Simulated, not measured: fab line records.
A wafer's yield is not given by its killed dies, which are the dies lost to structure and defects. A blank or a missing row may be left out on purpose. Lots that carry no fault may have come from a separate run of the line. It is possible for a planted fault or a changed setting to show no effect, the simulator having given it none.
Matching of chambers ; flow berkeley-cmos170 ; UCB170_SPACER_CVD_00 on pecvd-03: 3 sister chambers
The step deposits SiO2 from TEOS/O2, target thk 376 nm, time 47 s. 16 wafers are shown with their chamber, then 8 later ones without.

EACH WAFER AND ITS CHAMBER
wafer;chamber;heater-power-w (W)
L130.2;2;307
L130.3;1;427
L130.5;2;316
L132.3;1;374
L132.4;2;372
L132.5;1;401
L133.2;2;357
L133.3;0;272
L133.6;2;359
L138.1;0;281
L138.2;1;482
L138.5;1;355
L140.2;2;371
L140.5;0;281
L140.6;2;263
L141.1;1;466

SIGNATURES, as means of the wafers listed above
reading;chamber 0;chamber 1;chamber 2;scatter within a chamber
heater-power-w;278.00;417.50;335.00;41.9
Rule: for each reading, subtract the chamber's mean from the wafer's reading, divide by that reading's scatter and square the result; add these up over the readings and take the root, which gives the wafer's distance from the chamber. The wafer belongs to the nearest chamber; if the next one is less than 2 further off, it can't be placed. The scatter: the root of (the sum of the squares of (reading less its chamber's mean) over the shown wafers, divided by (wafers less chambers)).

WAFERS WITH NO CHAMBER GIVEN
wafer;heater-power-w (W)
L141.2;214
L141.5;234
L144.2;429
L144.3;207
L144.6;307
L147.1;248
L147.2;454
L147.5;460

EACH ONE'S CHAMBER
wafer;from the rows above;in truth
L141.2;can't be placed: 0 or 2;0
L141.5;can't be placed: 0 or 2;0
L144.2;can't be placed: 1 or 2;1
L144.3;can't be placed: 0 or 2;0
L144.6;can't be placed: 2 or 0 or 1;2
L147.1;can't be placed: 0 or 2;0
L147.2;can't be placed: 1 or 2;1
L147.5;can't be placed: 1 or 2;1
Correctly placed: 0 of 8. Unplaceable from these rows: 8, with the true chamber sitting among the candidates in 8. 0 placed wrongly.
